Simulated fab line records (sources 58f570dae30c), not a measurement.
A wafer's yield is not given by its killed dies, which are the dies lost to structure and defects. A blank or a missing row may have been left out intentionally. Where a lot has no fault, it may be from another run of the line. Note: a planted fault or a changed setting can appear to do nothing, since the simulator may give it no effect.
Code-filled problem report in 8D (eight disciplines) form	flow berkeleyCmos170	the parts of the form that need people (team, actions taken, sign-off) are left out

1. THE PROBLEM
Mean SILICIDE_TI_RS at UCB170_SILICIDE_RS_MEAS_02: 19.5 ohm/sq over 2 wafers in 2 lots; fault-free wafers: 26.5 ohm/sq, standard deviation 0.43. Relative to the usual mean, that is a shift of -16 standard deviations.
The step: measures by four-point-probe.
The first sign was on wafer L555.2 at day 7 10:17, on filmMetro-03. Wafers with a number at this step in the record: 42, from 14 lots. Rule for "out", or "out of limits": more than 4 standard deviations from the usual mean. The other wafers with a number count as sound.

2. WHAT THIS IS AND IS NOT
question	is	is not
which readings at this step	SILICIDE_TI_RS	-
which lots	L555, L557	L551, L552, L554, L563, L564, L565, L566, L568, L571, L572, L573, L574
which wafers of those lots	L555.2, L557.5	L555.4, L555.6, L557.1, L557.6
read on which gauges	filmMetro-03	filmMetro-04
when	from day 7 10:17	up to then (8 sound wafers); but 32 sound wafers of L554, L557, L563, L564, L565, L566, L568, L571, L572, L573, L574 came after

3. THE SUSPECTS, EACH WITH WHAT RULES IT OUT
Counting: if a tool at a process step up to the reading ran every lot that is out, it stays a suspect. Sound lots after the first of them don't rule it out here, since some wafers of a struck lot are sound.
- the gauge at UCB170_SILICIDE_RS_MEAS_02: kept. All the wafers that are out were read on filmMetro-03, and no step on other tools shows them out.
- pvdSputter-02 at UCB170_SILICIDE_SPUTTER_01 (material Ti, target thk 30 nm, time 24.56 s): kept. It processed each lot that is out (first: L555, day 7 10:14); up to then, its last sound lot is L552 (day 7 03:20).
What counting leaves: pvdSputter-02 at UCB170_SILICIDE_SPUTTER_01 and filmMetro-03 at UCB170_SILICIDE_RS_MEAS_02.

4. THE CAUSE (what the simulator had put in)
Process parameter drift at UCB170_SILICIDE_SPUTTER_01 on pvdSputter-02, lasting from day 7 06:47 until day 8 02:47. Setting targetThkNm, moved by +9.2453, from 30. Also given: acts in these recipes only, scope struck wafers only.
Counting leaves 2 suspects; this tool is one of them.

5. THE CHAIN OF EFFECTS, in route order
Each row: a reading whose mean over the struck wafers that have a number lies more than 3 standard deviations from the usual. Only readings whose record carries a usual standard deviation are examined. hours: median over the lots of the time between each lot's start at the first step of this table that gives one and its start at this step. sigmas: the change, counted in usual standard deviations.
hours	step	reading	usual	on struck wafers	change	sigmas
0	UCB170_SILICIDE_RS_MEAS_02	SILICIDE_TI_RS	26.5 ohm/sq	19.5	-7.0	-16
0	UCB170_SILICIDE_THK_MEAS_03	SILICIDE_TI_THK	29.5 nm	38.5	+9.0	+20

6. HOW IT WOULD HAVE BEEN CAUGHT EARLIER
Counted from the fault's start at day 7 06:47, it took 3 hours until the first out-of-limits reading at a measuring or inspecting step in this record, taken at day 7 10:17.
An alarm limit of 4 standard deviations would not have fired on the tool readings at UCB170_SILICIDE_SPUTTER_01 for which the record gives a usual standard deviation, since none of them was out on any struck wafer.
Of the lots that are out (2), L557 began UCB170_SILICIDE_SPUTTER_01 on pvdSputter-02 after day 7 10:17. A hold on the tool at that time would have spared it.
